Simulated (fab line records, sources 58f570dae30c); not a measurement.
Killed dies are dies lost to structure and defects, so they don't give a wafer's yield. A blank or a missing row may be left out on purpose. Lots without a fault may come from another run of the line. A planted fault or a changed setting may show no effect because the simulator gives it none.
Tool commonality check | flow berkeley_cmos170 | 14 lots, 42 wafers sampled

WHY IT WAS OPENED
At UCB170_SDANNEAL_RS_MEAS_04 the reading PLDD_RS is flagged on 2 of 14 lots. Wafers without a fault read 1032.6 ohm/sq, standard deviation 2.7.
Rule: a lot is flagged when every wafer of it that has a number lies more than 4 standard deviations from that mean, or none has a number. The other lots count as sound.

lot  | measured     | on            | PLDD_RS (ohm/sq), wafer by wafer | flag
L419 | day 6 10:26  | film_metro-02 | 1030.5 1034.2 1033.8             |
L424 | day 7 17:24  | film_metro-01 | 1033.2 1029.1 1033.0             |
L426 | day 8 03:12  | film_metro-02 | 1035.0 1032.7 1031.9             |
L425 | day 8 03:36  | film_metro-01 | 1030.5 1034.3 1029.4             |
L428 | day 8 21:52  | film_metro-01 | 1036.0 1037.3 1034.0             |
L430 | day 8 22:31  | film_metro-03 | 1029.0 1027.4 1032.1             |
L429 | day 8 22:38  | film_metro-02 | 1029.2 1028.7 1031.7             |
L433 | day 9 15:45  | film_metro-02 | 1031.6 1031.5 1032.5             |
L431 | day 9 16:05  | film_metro-03 | 1034.3 1033.1 1031.8             |
L432 | day 9 16:24  | film_metro-02 | 1035.5 1033.6 1033.0             |
L436 | day 10 16:05 | film_metro-01 | 1038.3 1037.2 1033.4             |
L435 | day 10 16:13 | film_metro-02 | 1071.0 1068.9 1067.1             | FLAGGED
L440 | day 11 10:08 | film_metro-03 | 1032.7 1030.2 1031.2             |
L441 | day 11 11:15 | film_metro-01 | 1073.0 1071.9 1071.9             | FLAGGED
The numbers of the flagged lots are 1070.6 ohm/sq on average: +38.0 ohm/sq against the usual, or +14 standard deviations.

WHICH TOOL RAN EACH LOT
The record holds 2 process steps before the reading, out of a route of 331 steps. In each cell: the tool, then ch and the chambers that the sampled wafers went through, then the start.
lot  | flag    | UCB170_PWELL_ETCH_14              | UCB170_PLDD_IMPLANT_08
L419 |         | rie_diel-03 ch 2,3, day 2 22:03   | implanter-02 ch 0, day 5 19:50
L424 |         | rie_diel-03 ch 0,1,2, day 3 22:02 | implanter-02 ch 0, day 7 05:56
L426 |         | rie_diel-01 ch 1,2, day 4 13:37   | implanter-01 ch 0, day 7 13:22
L425 |         | rie_diel-02 ch 0,2, day 4 13:53   | implanter-04 ch 0, day 7 13:28
L428 |         | rie_diel-03 ch 0,2, day 4 22:09   | implanter-02 ch 0, day 8 04:23
L430 |         | rie_diel-03 ch 0,2, day 5 02:13   | implanter-02 ch 0, day 8 10:20
L429 |         | rie_diel-01 ch 0,1, day 5 02:08   | implanter-04 ch 0, day 8 10:05
L433 |         | rie_diel-01 ch 0,2, day 5 13:42   | implanter-04 ch 0, day 9 00:18
L431 |         | rie_diel-03 ch 1,2, day 5 08:59   | implanter-01 ch 0, day 9 00:51
L432 |         | rie_diel-03 ch 0,1,3, day 5 13:57 | implanter-02 ch 0, day 9 01:04
L436 |         | rie_diel-03 ch 0,2, day 6 16:04   | implanter-04 ch 0, day 10 02:30
L435 | FLAGGED | rie_diel-01 ch 0,3, day 6 10:29   | implanter-02 ch 0, day 10 04:12
L440 |         | rie_diel-01 ch 0,1,3, day 7 16:26 | implanter-04 ch 0, day 11 00:09
L441 | FLAGGED | rie_diel-02 ch 1,2, day 7 15:59   | implanter-02 ch 0, day 11 00:27
What these steps do:
- UCB170_PWELL_ETCH_14: etches Si3N4 in CH3F/Ar/O2, stops on SiO2, target depth 242 nm, time 151 s.
- UCB170_PLDD_IMPLANT_08
- UCB170_SDANNEAL_RS_MEAS_04: measures by four-point-probe.

FLAGGED OVER TOTAL, TOOL BY TOOL (the gauges that took the reading come last)
step                       | tool          | lots run | flagged | share of the flagged lots | sound lots run after its first flagged lot
UCB170_PWELL_ETCH_14       | rie_diel-01   | 5        | 1       | some                      | 1 (L440)
UCB170_PWELL_ETCH_14       | rie_diel-02   | 2        | 1       | some                      | 0
UCB170_PWELL_ETCH_14       | rie_diel-03   | 7        | 0       | none                      | -
UCB170_PLDD_IMPLANT_08     | implanter-01  | 2        | 0       | none                      | -
UCB170_PLDD_IMPLANT_08     | implanter-02  | 7        | 2       | all                       | 0
UCB170_PLDD_IMPLANT_08     | implanter-04  | 5        | 0       | none                      | -
UCB170_SDANNEAL_RS_MEAS_04 | film_metro-01 | 5        | 1       | some                      | 0
UCB170_SDANNEAL_RS_MEAS_04 | film_metro-02 | 6        | 1       | some                      | 0
UCB170_SDANNEAL_RS_MEAS_04 | film_metro-03 | 3        | 0       | none                      | -

WHAT THE TABLE ALLOWS
1 row of the table ran every flagged lot: implanter-02 at UCB170_PLDD_IMPLANT_08.
- implanter-02 at UCB170_PLDD_IMPLANT_08: 2 of its 7 lots flagged. Its last sound lot is L432 (day 9 01:04), its first flagged lot L435 (day 10 04:12): a fault that began between those two fits. Its own readings lie more than 4 standard deviations out on every wafer of the flagged lots: dose_ions_cm2, faraday_current_uA.
One tool is left: implanter-02 at UCB170_PLDD_IMPLANT_08.

WHAT THE SIMULATOR HAD PUT IN
Process parameter drift: implanter-02, from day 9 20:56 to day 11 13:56, at UCB170_PLDD_IMPLANT_08. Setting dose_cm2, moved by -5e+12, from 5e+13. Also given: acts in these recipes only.
Lots struck among those shown: L435, L441. The rule above found the same.
